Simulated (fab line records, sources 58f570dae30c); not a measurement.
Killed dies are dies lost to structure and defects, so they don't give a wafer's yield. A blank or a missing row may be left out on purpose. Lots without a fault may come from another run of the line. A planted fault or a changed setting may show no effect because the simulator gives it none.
One fault seen from 2 desks | flow berkeley_cmos170 | each desk has only its own numbers; what lay behind them comes last

THE METROLOGY DESK
What the gauges read, lot by lot, whatever tool the lot ran on: means of the sampled wafers that have a number. A lot is out of limits, marked OUT, if its mean lies more than 4 standard deviations from the usual mean; the brackets give that distance.
Columns: A = V1_TEOS_THK at UCB170_V1_THK_MEAS_01, usual 2002 nm; B = cd_nm at UCB170_M3_CD_MEAS_90, usual 699 nm
lot  | first seen here | A    | B
L763 | day 8 10:25     | 2024 | 701
L762 | day 8 11:43     | 1953 | 696
L767 | day 8 21:48     | 1997 | 706
L764 | day 8 23:08     | 1985 | 698
L770 | day 9 21:58     | 1998 | 699
L769 | day 9 23:19     | 2008 | 704
L771 | day 10 00:38    | 2000 | 697
L773 | day 10 01:58    | 2026 | 699
L768 | day 10 01:58    | 2019 | 701
L775 | day 11 01:23    | 2007 | 698
L777 | day 11 12:56    | 2037 | 701
L780 | day 12 00:16    | 2001 | 707
L783 | day 12 23:11    | 1999 | 694
This desk's finding: nothing out of limits on any of the 13 lots.

THE TOOL OWNER'S DESK: rie_metal-04
The tool's own readings at UCB170_M3_METAL_ETCH_18 (etches Al in Cl2/BCl3, stops on SiO2, target depth 1170 nm, time 195 s): means of the sampled wafers that have a number, for each lot that ran on this tool. A lot is out of limits, marked OUT, if its mean lies more than 4 standard deviations from the usual mean; the brackets give that distance.
Columns: A = drypump_motor_current_A at UCB170_M3_METAL_ETCH_18, usual 5.5 A; B = oes_product_au at UCB170_M3_METAL_ETCH_18, usual 0.862 a.u.; C = run_length_s at UCB170_M3_METAL_ETCH_18, usual 223.3 s; D = throttle_valve_pct at UCB170_M3_METAL_ETCH_18, usual 24.51 %
lot  | first seen here | A   | B     | C               | D
L762 | day 9 00:04     | 5.6 | 0.870 | 222.8           | 24.91
L770 | day 10 08:34    | 5.9 | 0.876 | 223.6           | 24.44
L771 | day 10 11:59    | 5.8 | 0.875 | 223.2           | 24.68
L773 | day 10 15:04    | 5.8 | 0.874 | 223.0           | 24.67
L780 | day 12 09:47    | 5.9 | 0.915 | 194.0 (-59) OUT | 24.30
This desk's finding: out of limits on L780; first on L780, day 12 09:47 (run_length_s at UCB170_M3_METAL_ETCH_18). In limits: L762, L770, L771, L773.

PUT TOGETHER
The tool owner's desk could have raised an alarm at day 12 09:47, on L780.
The metrology desk saw nothing out of limits.
The metrology desk has L780 on record, within its limits.
Of the lots named, all ran UCB170_M3_METAL_ETCH_18 on rie_metal-04.

WHAT THE SIMULATOR HAD PUT IN
Process parameter drift: rie_metal-04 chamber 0, from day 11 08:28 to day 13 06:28, at UCB170_M3_METAL_ETCH_18. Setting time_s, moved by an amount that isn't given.
Lots struck among those shown: L780.
Hours from the fault's start to each desk's first reading out of limits: the tool owner's desk, 25.
